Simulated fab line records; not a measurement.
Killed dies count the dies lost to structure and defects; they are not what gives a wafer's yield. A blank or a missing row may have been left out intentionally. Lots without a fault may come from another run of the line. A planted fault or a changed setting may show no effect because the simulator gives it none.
Which tool is to blame?	flow berkeley_cmos170	45 wafers sampled from 15 lots at 1 step of a route of 331

## WHAT THE GAUGES READ, wafer by wafer
UCB170_GATE_THK_MEAS_05.
lot	measured	on	GATE_POLY_THK (nm)
L798	day 8 00:09	film_metro-04	213.2 212.6 215.4
L799	day 8 00:09	film_metro-02	213.3 212.9 211.7
L803	day 8 17:34	film_metro-02	212.8 213.7 211.8
L802	day 8 17:34	film_metro-03	217.4 212.9 216.0
L800	day 8 17:37	film_metro-03	214.2 212.8 211.5
L804	day 8 17:38	film_metro-04	216.3 213.8 215.9
L805	day 8 17:38	film_metro-02	212.2 211.8 212.7
L806	day 9 00:44	film_metro-02	214.8 215.1 214.5
L809	day 9 13:49	film_metro-04	212.1 212.0 211.7
L812	day 10 01:39	film_metro-04	214.5 213.9 214.9
L813	day 10 15:07	film_metro-04	213.6 213.9 215.2
L814	day 10 22:56	film_metro-03	218.1 217.4 216.7
L815	day 10 22:58	film_metro-02	215.6 214.3 214.2
L818	day 11 13:10	film_metro-03	213.6 212.9 215.0
L819	day 11 20:49	film_metro-03	219.5 218.7 217.7

## WHAT TOOL EACH LOT RAN ON (gives the tool, then ch and the chambers of the sampled wafers, and finally the start)
Record: no process step prior to these readings.

## WHAT THE TOOLS THEMSELVES READ (means of the sampled wafers that have a number; where no wafer has one, the mark that the record gives instead)
The record holds no such reading with a usual standard deviation.

## THE ANSWER, worked out from the rows above alone
Rule: what is usual is taken from the lots themselves. Put in order of their means at a reading, lots are off if they are a third of the lots or fewer, leave a main group of 4 or more, and stand apart from it by a gap of 3 or more times the standard deviation of the main group's means; of several such gaps the widest counts. If all means in a main group match to the digits the tables above print for the reading, that group is not used. A lot without any number at a reading at which 4 lots or more have one is off too. All remaining lots with rows at the step are treated as sound. Order of review: gauges by route order, followed by the tools' own readings, for which a lot's mean as printed above is used. The first step at which some lot is off is used, and at that step the reading that is off furthest; a lot without a number counts as furthest.
No lot is off on any of the readings shown, so nothing can be concluded from this.

## WHAT THE SIMULATOR HAD INSERTED
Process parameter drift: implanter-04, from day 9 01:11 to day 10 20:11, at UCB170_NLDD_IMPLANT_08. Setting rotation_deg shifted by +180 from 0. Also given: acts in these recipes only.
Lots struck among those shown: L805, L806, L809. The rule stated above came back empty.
